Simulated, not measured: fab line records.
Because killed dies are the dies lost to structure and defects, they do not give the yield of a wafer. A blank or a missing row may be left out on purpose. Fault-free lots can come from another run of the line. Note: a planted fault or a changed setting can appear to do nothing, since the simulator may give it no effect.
fab line records	flow berkeley-cmos170
record lots=15	wafers=45	last-day=12
route steps=331 shown M2@272
lots that met no fault: taken from a fault-free run of the same line
start-h: hours from the record's first day to the start of the lot's first wafer shown	wait-h: hours since the lot's step before	" repeats the value in the row above	L1.1+2: several wafers, shown together as one row	- value missing, or start not given	* or withheld: withheld	< > ~ a bound
route shown NAME@n: a module of which the file shows steps, and the number in the route of the first	usual: mean/standard deviation taken from wafers without a fault	same: alike in all rows	chamber/n: place in a boat	sites: the reading at each site	_std_site: their standard deviation	_edge_site: the outer-site mean with the inner-site mean subtracted	radius-mm: for every site, how far away it sits from the centre of the wafer	mask NAME#n: copy n	behind: the most recent tool/chamber to have shaped the wafer	hold: reason for holding the lot/hours on hold/outcome of the hold	device: whichever transistor did not switch (one of n, p or np)	end of line: the route-end tests of the same wafers	step lacking rows: just its recipe	killed: not the wafer's yield, but the dies lost to structure and defects at the first sort	map: the dies of a wafer, with x for killed, . for not killed, _ for no die there
set.NAME: setting as actually run; set.NAME@STEP: the setting as run at that earlier step	model.NAME: the simulator's own value behind a step, which no gauge read
steps of the route over a sample of lots; a table a step, a row a wafer
services: a tool's chamber out of use, with start hour (start-h, from the record's first day; less than 0 if before it), hours out, and reason
## steps
# step UCB170_M2_SPUTTER_01
# recipe material=Al	target-thk-nm=900	time-s=120	power-w=6000	chamber-pressure-pa=0.5
# usual throttle-valve-pct=30.5/0.88
lot.wafer	tool	chamber	start-h	wait-h	throttle-valve-pct
L539.3	pvd-sputter-02	-	158.80	0.0	30.9
L539.5	"	-	"	"	30.3
L539.6	"	-	"	"	30.0
L542.1	pvd-sputter-02	-	166.16	0.0	29.8
L542.3	"	-	"	"	30.7
L542.5	"	-	"	"	30.6
L544.2	pvd-sputter-03	-	176.18	0.0	31.4
L544.3	"	-	"	"	30.1
L544.4	"	-	"	"	28.5
L544.2	pvd-sputter-03	-	176.43	0.2	31.6
L544.3	"	-	"	"	30.4
L544.4	"	-	"	"	28.6
L543.1	pvd-sputter-04	-	176.49	0.0	30.1
L543.4	"	-	"	"	31.3
L543.5	"	-	"	"	31.2
L545.2	pvd-sputter-04	-	184.25	0.0	31.1
L545.4	"	-	"	"	31.3
L545.6	"	-	"	"	31.4
L545.2	pvd-sputter-04	-	184.50	0.2	31.0
L545.4	"	-	"	"	31.1
L545.6	"	-	"	"	31.3
L546.2	pvd-sputter-02	-	184.25	0.0	29.7
L546.3	"	-	"	"	31.0
L546.5	"	-	"	"	29.5
L547.1	pvd-sputter-03	-	201.53	0.0	28.2
L547.3	"	-	"	"	31.3
L547.6	"	-	"	"	31.4
L547.1	pvd-sputter-03	-	201.78	0.2	28.6
L547.3	"	-	"	"	31.1
L547.6	"	-	"	"	31.1
L556.1	pvd-sputter-02	-	240.74	0.0	30.6
L556.2	"	-	"	"	29.7
L556.4	"	-	"	"	29.5
L554.3	pvd-sputter-03	-	250.55	0.0	30.2
L554.5	"	-	"	"	31.0
L554.6	"	-	"	"	30.2
L559.1	pvd-sputter-02	-	250.60	0.0	29.6
L559.4	"	-	"	"	30.3
L559.6	"	-	"	"	31.1
L557.4	pvd-sputter-04	-	250.84	0.0	31.4
L557.5	"	-	"	"	31.2
L557.6	"	-	"	"	31.2
L558.1	pvd-sputter-03	-	251.10	0.0	31.5
L558.5	"	-	"	"	28.8
L558.6	"	-	"	"	31.6
L560.3	pvd-sputter-02	-	251.16	0.0	31.2
L560.4	"	-	"	"	29.3
L560.5	"	-	"	"	29.9
L561.1	pvd-sputter-04	-	251.37	0.0	30.1
L561.3	"	-	"	"	31.4
L561.4	"	-	"	"	31.2
L562.1	pvd-sputter-04	-	263.63	0.0	31.4
L562.3	"	-	"	"	31.3
L562.4	"	-	"	"	30.2
# step UCB170_M2_RS_MEAS_02
# recipe thk-meas-gauge=four-point-probe	reads=Al_of_M2_SPUTTER_01
# usual M2_AL_RS=0.0320/0.00043
lot.wafer	tool	chamber	start-h	wait-h	M2_AL_RS[ohm/sq]
L539.3	film-metro-01	-	158.92	0.1	0.0326
L539.5	"	-	"	"	0.0327
L539.6	"	-	"	"	0.0327
L542.1	film-metro-01	-	166.24	0.0	0.0325
L542.3	"	-	"	"	0.0324
L542.5	"	-	"	"	0.0321
L544.2	film-metro-04	-	176.54	0.1	0.0157
L544.3	"	-	"	"	0.0158
L544.4	"	-	"	"	0.0161
L543.1	film-metro-04	-	176.58	0.0	0.0322
L543.4	"	-	"	"	0.0315
L543.5	"	-	"	"	0.0319
L546.2	film-metro-04	-	184.36	0.1	0.0326
L546.3	"	-	"	"	0.0319
L546.5	"	-	"	"	0.0315
L545.2	film-metro-02	-	184.76	0.2	0.0162
L545.4	"	-	"	"	0.0162
L545.6	"	-	"	"	0.0162
L547.1	film-metro-02	-	201.86	0.0	0.0160
L547.3	"	-	"	"	0.0159
L547.6	"	-	"	"	0.0159
L556.1	film-metro-04	-	240.82	0.0	0.0327
L556.2	"	-	"	"	0.0329
L556.4	"	-	"	"	0.0317
L554.3	film-metro-02	-	250.67	0.1	0.0316
L554.5	"	-	"	"	0.0318
L554.6	"	-	"	"	0.0318
L559.1	film-metro-01	-	250.69	0.0	0.0326
L559.4	"	-	"	"	0.0328
L559.6	"	-	"	"	0.0318
L557.4	film-metro-04	-	250.98	0.1	0.0314
L557.5	"	-	"	"	0.0322
L557.6	"	-	"	"	0.0315
L558.1	film-metro-02	-	251.19	0.0	0.0313
L558.5	"	-	"	"	0.0317
L558.6	"	-	"	"	0.0313
L560.3	film-metro-01	-	251.28	0.1	0.0315
L560.4	"	-	"	"	0.0311
L560.5	"	-	"	"	0.0319
L561.1	film-metro-04	-	251.46	0.0	0.0319
L561.3	"	-	"	"	0.0320
L561.4	"	-	"	"	0.0314
L562.1	film-metro-04	-	263.72	0.0	0.0327
L562.3	"	-	"	"	0.0317
L562.4	"	-	"	"	0.0318
# step UCB170_M2_THK_MEAS_03
# recipe thk-meas-gauge=xrf	reads=Al_of_M2_SPUTTER_01
# usual M2_AL_THK=907/13
lot.wafer	tool	chamber	start-h	wait-h	M2_AL_THK[nm]
L539.3	film-metro-01	-	159.02	0.1	885
L539.5	"	-	"	"	886
L539.6	"	-	"	"	882
L542.1	film-metro-01	-	166.36	0.1	892
L542.3	"	-	"	"	891
L542.5	"	-	"	"	898
L543.1	film-metro-04	-	176.70	0.1	903
L543.4	"	-	"	"	916
L543.5	"	-	"	"	905
L544.2	film-metro-04	-	176.71	0.1	1834
L544.3	"	-	"	"	1830
L544.4	"	-	"	"	1801
L546.2	film-metro-04	-	184.47	0.1	893
L546.3	"	-	"	"	912
L546.5	"	-	"	"	921
L545.2	film-metro-02	-	184.87	0.1	1772
L545.4	"	-	"	"	1769
L545.6	"	-	"	"	1774
L547.1	film-metro-02	-	201.98	0.1	1788
L547.3	"	-	"	"	1809
L547.6	"	-	"	"	1799
L556.1	film-metro-04	-	240.94	0.1	887
L556.2	"	-	"	"	885
L556.4	"	-	"	"	919
L554.3	film-metro-02	-	250.77	0.1	913
L554.5	"	-	"	"	909
L554.6	"	-	"	"	907
L559.1	film-metro-01	-	250.81	0.1	896
L559.4	"	-	"	"	883
L559.6	"	-	"	"	914
L557.4	film-metro-04	-	251.07	0.1	920
L557.5	"	-	"	"	903
L557.6	"	-	"	"	917
L558.1	film-metro-02	-	251.31	0.1	918
L558.5	"	-	"	"	908
L558.6	"	-	"	"	923
L560.3	film-metro-01	-	251.38	0.1	923
L560.4	"	-	"	"	935
L560.5	"	-	"	"	917
L561.1	film-metro-04	-	251.58	0.1	913
L561.3	"	-	"	"	912
L561.4	"	-	"	"	929
L562.1	film-metro-04	-	263.84	0.1	885
L562.3	"	-	"	"	915
L562.4	"	-	"	"	917
# step UCB170_M2_METAL_ETCH_18
# recipe chemistry=Cl2/BCl3	target=Al	stop-on=SiO2	pressure-mtorr=12	target-depth-a=11700	over-etch-frac=0.3	time-s=195	icp-w=600	bias-w=120	Cl2_flow_sccm=90	bcl3-flow-sccm=45
# usual bias-w=120.0/0.36	drypump-motor-current-A=5.6/0.38	mfc-cl2-sccm=89.98/0.25	oes-product-au=0.861/0.012	throttle-valve-pct=24.27/0.17
# same over-etch-frac=0.3
lot.wafer	tool	chamber	start-h	wait-h	bias-w	drypump-motor-current-A	mfc-cl2-sccm	oes-product-au	rf-hours-counter-h	throttle-valve-pct
L539.3	rie-metal-04	0	161.11	-	120.0	5.4	89.75	0.846	-	24.16
L539.5	"	1	"	"	120.2	5.0	90.10	0.851	-	24.20
L539.6	"	0	"	"	120.0	5.5	89.90	0.842	-	24.16
L542.1	rie-metal-01	0	168.54	-	120.2	5.6	89.86	0.837	2	24.21
L542.3	"	0	"	"	120.2	5.5	89.41	0.843	-	24.22
L542.5	"	1	"	"	120.1	6.0	90.17	0.845	-	24.62
L544.2	rie-metal-01	1	178.81	-	120.0	6.0	90.26	1.006	16	24.54
L544.3	"	0	"	"	120.3	5.5	90.07	0.980	-	24.15
L544.4	"	1	"	"	119.7	6.0	90.26	1.005	-	24.54
L543.1	rie-metal-04	0	179.09	-	119.8	5.4	89.78	0.857	2	24.18
L543.4	"	0	"	"	119.5	5.4	89.64	0.868	-	24.16
L543.5	"	0	"	"	120.3	5.5	90.14	0.865	-	24.17
L545.2	rie-metal-01	0	187.48	-	120.2	5.6	90.37	0.980	3	24.15
L545.4	"	0	"	"	119.8	5.5	90.02	0.989	-	24.15
L545.6	"	1	"	"	120.2	6.0	90.34	1.013	-	24.55
L546.2	rie-metal-04	1	187.73	-	119.6	5.0	90.19	0.863	7	24.18
L546.3	"	1	"	"	119.9	5.0	90.23	0.863	-	24.18
L546.5	"	1	"	"	119.7	5.0	89.79	0.875	-	24.18
L547.1	rie-metal-03	1	203.81	-	120.2	6.2	89.76	1.019	12	24.02
L547.3	"	1	"	"	120.2	6.2	89.88	1.008	-	24.02
L547.6	"	0	"	"	120.7	5.6	89.59	1.040	-	24.46
L556.1	rie-metal-03	0	243.76	-	120.2	5.5	90.08	0.871	2	24.53
L556.2	"	1	"	"	119.6	6.2	89.42	0.857	13	24.09
L556.4	"	0	"	"	120.3	5.5	89.79	0.882	-	24.51
L554.3	rie-metal-03	1	254.26	-	120.3	6.2	89.79	0.867	-	24.08
L554.5	"	1	"	"	120.8	6.2	90.30	0.876	-	24.07
L554.6	"	0	"	"	120.0	5.6	90.18	0.878	-	24.51
L559.1	rie-metal-04	1	254.39	-	119.1	5.0	90.21	0.858	9	24.19
L559.4	"	1	"	"	119.6	5.0	89.84	0.848	-	24.21
L559.6	"	1	"	"	119.8	5.0	89.72	0.864	-	24.20
L557.4	rie-metal-01	0	254.54	-	119.6	5.5	89.83	0.863	-	24.21
L557.5	"	1	"	"	120.4	6.0	90.28	0.848	-	24.43
L557.6	"	0	"	"	119.7	5.5	89.93	0.862	-	24.19
L560.3	rie-metal-03	1	255.01	-	120.0	6.2	90.18	0.875	-	24.08
L560.4	"	0	"	"	120.1	5.5	89.79	0.886	-	24.52
L560.5	"	0	"	"	120.3	5.6	89.69	0.876	-	24.52
L558.1	rie-metal-04	1	255.20	-	120.0	5.0	89.76	0.873	9	24.20
L558.5	"	1	"	"	119.5	5.0	90.05	0.866	-	24.19
L558.6	"	0	"	"	120.2	5.4	89.51	0.869	-	24.15
L561.1	rie-metal-01	1	255.37	-	119.9	6.0	90.12	0.845	1	24.41
L561.3	"	0	"	"	119.9	5.6	90.47	0.845	-	24.20
L561.4	"	1	"	"	119.9	6.0	90.02	0.853	-	24.40
L562.1	rie-metal-04	1	267.16	-	120.3	5.0	89.67	0.856	10	24.21
L562.3	"	0	"	"	120.7	5.4	89.79	0.858	-	24.16
L562.4	"	1	"	"	120.1	5.0	89.83	0.859	-	24.20
## services
tool	chamber	start-h	hours	kind
pvd-sputter-02	-	153.82	3.0	repair
pvd-sputter-03	-	166.33	1.6	repair
pvd-sputter-03	-	172.79	1.6	repair
rie-metal-03	-	174.56	5.4	repair
rie-metal-03	-	179.26	2.1	repair
rie-metal-03	-	194.22	2.8	pm
rie-metal-01	1	200.42	-	clean
rie-metal-01	1	200.42	23.7	scheduled-down
rie-metal-01	1	200.42	23.7	vent-cycle
pvd-sputter-02	3	204.91	-	consumable-replace:kit
pvd-sputter-02	3	204.91	18.0	scheduled-down
pvd-sputter-02	3	204.91	18.0	vent-cycle
pvd-sputter-03	-	233.41	7.9	repair
## key
first-sign step=UCB170_M2_SPUTTER_01	reading=visit	direction=added
effect step=UCB170_M2_RS_MEAS_02	reading=M2_AL_RS	direction=down	sigmas=37	usual=0.0320	struck=0.0160
effect step=UCB170_M2_THK_MEAS_03	reading=M2_AL_THK	direction=up	sigmas=70	usual=907	struck=1797
effect step=UCB170_M2_METAL_ETCH_18	reading=oes-product-au	direction=up	sigmas=12	usual=0.861	struck=1.004
met-at UCB170_M2_SPUTTER_01
struck-lots L544,L545,L547
later-rows-left-out L544.2,L544.3,L544.4,L545.2,L545.4,L545.6,L547.1,L547.3,L547.6
sort-left-out L544.2,L544.3,L544.4,L545.2,L545.4,L545.6,L547.1,L547.3,L547.6
fault kind=repeated-step-whole	tool=pvd-sputter-02,pvd-sputter-03,pvd-sputter-04	chamber=-	onset-h=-	steps=UCB170_M2_SPUTTER_01	times=1	scope=struck-lots-only
# sort-left-out: the simulated sort isn't trusted on such a fault, so these wafers' sort isn't shown, and their yield isn't known
# later-rows-left-out: the simulator's readings of these wafers behind a module that went badly wrong aren't trusted and aren't shown, but for the sort
